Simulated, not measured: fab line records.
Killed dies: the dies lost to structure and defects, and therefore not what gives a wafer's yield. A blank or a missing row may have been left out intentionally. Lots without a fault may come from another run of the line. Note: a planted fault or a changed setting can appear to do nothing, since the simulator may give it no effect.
Which tool is to blame? / flow berkeley_cmos170 / 45 wafers from 15 lots sampled at 4 of the route's 331 steps

WHAT THE GAUGES SHOWED, per wafer
UCB170_PWELL_OVL_MEAS_13.
lot=L770; measured=day 3 13:58; on=overlay-01; PWELL_OVL (nm)=1 -6 -10
lot=L772; measured=day 3 17:17; on=overlay-02; PWELL_OVL (nm)=0 -10 -12
lot=L776; measured=day 4 18:19; on=overlay-02; PWELL_OVL (nm)=3 5 4
lot=L775; measured=day 4 18:38; on=overlay-02; PWELL_OVL (nm)=1 3 -4
lot=L777; measured=day 4 18:59; on=overlay-02; PWELL_OVL (nm)=8 10 9
lot=L779; measured=day 5 02:08; on=overlay-01; PWELL_OVL (nm)=4 0 5
lot=L780; measured=day 5 03:23; on=overlay-02; PWELL_OVL (nm)=-3 -14 -9
lot=L782; measured=day 5 20:04; on=overlay-01; PWELL_OVL (nm)=-9 -12 -9
lot=L786; measured=day 6 05:28; on=overlay-02; PWELL_OVL (nm)=2 -11 -5
lot=L787; measured=day 6 10:46; on=overlay-01; PWELL_OVL (nm)=-7 -7 -4
lot=L788; measured=day 7 02:35; on=overlay-01; PWELL_OVL (nm)=6 3 8
lot=L789; measured=day 7 02:52; on=overlay-01; PWELL_OVL (nm)=-5 5 4
lot=L791; measured=day 7 08:09; on=overlay-01; PWELL_OVL (nm)=0 -2 0
lot=L792; measured=day 7 08:12; on=overlay-02; PWELL_OVL (nm)=-4 0 -3
lot=L790; measured=day 7 08:30; on=overlay-02; PWELL_OVL (nm)=-3 2 2

UCB170_ACTIVE_OVL_MEAS_14.
lot=L770; measured=day 5 01:26; on=overlay-01; ACTIVE_OVL (nm)=0 3 -2
lot=L772; measured=day 5 01:43; on=overlay-02; ACTIVE_OVL (nm)=8 2 -2
lot=L776; measured=day 5 19:44; on=overlay-02; ACTIVE_OVL (nm)=6 7 2
lot=L775; measured=day 5 19:34; on=overlay-02; ACTIVE_OVL (nm)=2 5 1
lot=L777; measured=day 6 01:14; on=overlay-02; ACTIVE_OVL (nm)=-13 -7 -8
lot=L779; measured=day 6 06:33; on=overlay-01; ACTIVE_OVL (nm)=-3 2 -2
lot=L780; measured=day 6 06:44; on=overlay-01; ACTIVE_OVL (nm)=10 7 6
lot=L782; measured=day 7 09:33; on=overlay-01; ACTIVE_OVL (nm)=11 7 11
lot=L786; measured=day 7 11:42; on=overlay-01; ACTIVE_OVL (nm)=11 8 9
lot=L787; measured=day 7 14:02; on=overlay-01; ACTIVE_OVL (nm)=6 9 8
lot=L788; measured=day 8 09:44; on=overlay-02; ACTIVE_OVL (nm)=5 9 8
lot=L789; measured=day 8 08:35; on=overlay-02; ACTIVE_OVL (nm)=-9 0 -5
lot=L791; measured=day 8 08:33; on=overlay-02; ACTIVE_OVL (nm)=6 3 6
lot=L792; measured=day 8 08:49; on=overlay-02; ACTIVE_OVL (nm)=8 1 6
lot=L790; measured=day 8 09:08; on=overlay-02; ACTIVE_OVL (nm)=-1 -4 -6

UCB170_V2_CD_MEAS_90: the cd target is 700 nm.
lot=L770; measured=day 8 18:08; on=cd_sem-01; cd_nm (nm)=699.3 699.2 701.1
lot=L772; measured=day 8 18:23; on=cd_sem-02; cd_nm (nm)=697.1 697.7 699.8
lot=L776; measured=day 9 11:29; on=cd_sem-02; cd_nm (nm)=701.0 703.1 702.7
lot=L775; measured=day 9 09:12; on=cd_sem-01; cd_nm (nm)=700.5 700.3 699.8
lot=L777; measured=day 9 19:33; on=cd_sem-01; cd_nm (nm)=- - -
lot=L779; measured=day 10 10:29; on=cd_sem-02; cd_nm (nm)=- - -
lot=L780; measured=day 10 09:17; on=cd_sem-02; cd_nm (nm)=- - -
lot=L782; measured=day 11 06:31; on=cd_sem-02; cd_nm (nm)=698.4 699.6 700.0
lot=L786; measured=day 11 01:10; on=cd_sem-02; cd_nm (nm)=700.7 700.4 699.9
lot=L787; measured=day 11 06:47; on=cd_sem-02; cd_nm (nm)=699.3 698.7 699.5
lot=L788; measured=day 12 06:58; on=cd_sem-01; cd_nm (nm)=699.7 698.7 698.3
lot=L789; measured=day 12 11:40; on=cd_sem-02; cd_nm (nm)=700.0 701.7 699.9
lot=L791; measured=day 12 11:30; on=cd_sem-01; cd_nm (nm)=699.4 699.6 699.5
lot=L792; measured=day 12 11:14; on=cd_sem-01; cd_nm (nm)=700.1 702.0 700.2
lot=L790; measured=day 12 11:48; on=cd_sem-02; cd_nm (nm)=698.0 700.7 698.5

WHAT TOOL EACH LOT RAN ON (gives the tool, then ch and the chambers of the sampled wafers, and finally the start)
lot=L770; UCB170_V2_CVD_00=pecvd-04 ch 0,1, day 8 13:28
lot=L772; UCB170_V2_CVD_00=pecvd-03 ch 0,2, day 8 13:12
lot=L776; UCB170_V2_CVD_00=pecvd-01 ch 0,1,2, day 9 09:10
lot=L775; UCB170_V2_CVD_00=pecvd-03 ch 0,1,2, day 9 06:53
lot=L777; UCB170_V2_CVD_00=pecvd-01 ch 0,1, day 9 17:22
lot=L779; UCB170_V2_CVD_00=pecvd-03 ch 0,2, day 10 08:08
lot=L780; UCB170_V2_CVD_00=pecvd-01 ch 0,1,2, day 10 07:07
lot=L782; UCB170_V2_CVD_00=pecvd-04 ch 0,1, day 11 01:02
lot=L786; UCB170_V2_CVD_00=pecvd-03 ch 0,2, day 10 22:18
lot=L787; UCB170_V2_CVD_00=pecvd-03 ch 1,2, day 11 02:01
lot=L788; UCB170_V2_CVD_00=pecvd-01 ch 0,1,2, day 12 03:49
lot=L789; UCB170_V2_CVD_00=pecvd-03 ch 0,1, day 12 07:10
lot=L791; UCB170_V2_CVD_00=pecvd-04 ch 0,2, day 12 07:26
lot=L792; UCB170_V2_CVD_00=pecvd-04 ch 0,1,2, day 12 06:55
lot=L790; UCB170_V2_CVD_00=pecvd-01 ch 1,2, day 12 07:11
- UCB170_V2_CVD_00: deposits SiO2 from TEOS/O2, target thk 2000 nm, time 250 s.

WHAT THE TOOLS THEMSELVES READ (means of the sampled wafers that have a number; where no wafer has one, the mark that the record gives instead)
UCB170_V2_CVD_00.
lot=L770; tool=pecvd-04; heater_power_w (W)=246; pressure_mtorr (mTorr)=9014
lot=L772; tool=pecvd-03; heater_power_w (W)=235; pressure_mtorr (mTorr)=8995
lot=L776; tool=pecvd-01; heater_power_w (W)=242; pressure_mtorr (mTorr)=8995
lot=L775; tool=pecvd-03; heater_power_w (W)=271; pressure_mtorr (mTorr)=8987
lot=L777; tool=pecvd-01; heater_power_w (W)=-; pressure_mtorr (mTorr)=-
lot=L779; tool=pecvd-03; heater_power_w (W)=-; pressure_mtorr (mTorr)=-
lot=L780; tool=pecvd-01; heater_power_w (W)=-; pressure_mtorr (mTorr)=-
lot=L782; tool=pecvd-04; heater_power_w (W)=242; pressure_mtorr (mTorr)=8996
lot=L786; tool=pecvd-03; heater_power_w (W)=261; pressure_mtorr (mTorr)=9019
lot=L787; tool=pecvd-03; heater_power_w (W)=297; pressure_mtorr (mTorr)=9027
lot=L788; tool=pecvd-01; heater_power_w (W)=256; pressure_mtorr (mTorr)=9015
lot=L789; tool=pecvd-03; heater_power_w (W)=290; pressure_mtorr (mTorr)=9007
lot=L791; tool=pecvd-04; heater_power_w (W)=218; pressure_mtorr (mTorr)=9014
lot=L792; tool=pecvd-04; heater_power_w (W)=262; pressure_mtorr (mTorr)=9006
lot=L790; tool=pecvd-01; heater_power_w (W)=263; pressure_mtorr (mTorr)=9003

THE ANSWER, worked out from the rows above alone
Rule: usual is defined by the lots themselves. The widest of any qualifying gaps counts: lots, ordered by their means at a reading, are off when they make up no more than a third of the lots, leave a main group of 4 or more, and stand apart from it by 3 or more times the standard deviation of that group's means. The tables above print the reading to a certain number of digits; a main group whose means all agree to those digits is not used. Also off: a lot with no number at a reading for which 4 or more lots have one. The other lots that the step has rows for count as sound. After the gauges, taken in route order, come the tools' own readings; for these a lot's mean is taken, as printed above. At the first step where some lot is off, the reading lying furthest off is the one used; lots without a number count as furthest.
Off at UCB170_V2_CD_MEAS_90 (cd_nm): L777, L779, L780. Without a number there: L777, L779, L780. Main group: mean 699.8 nm, sd 1.
A tool fits if, at a process step before that reading, it ran every lot that is off, and no sound lot after the first of them. Not tried: the gauges at UCB170_V2_CD_MEAS_90; whatever is off there is also off at UCB170_V2_CVD_00, on other tools, and gauge error can't account for it. Not one of the candidates tried fits.

WHAT HAD BEEN PUT IN BY THE SIMULATOR
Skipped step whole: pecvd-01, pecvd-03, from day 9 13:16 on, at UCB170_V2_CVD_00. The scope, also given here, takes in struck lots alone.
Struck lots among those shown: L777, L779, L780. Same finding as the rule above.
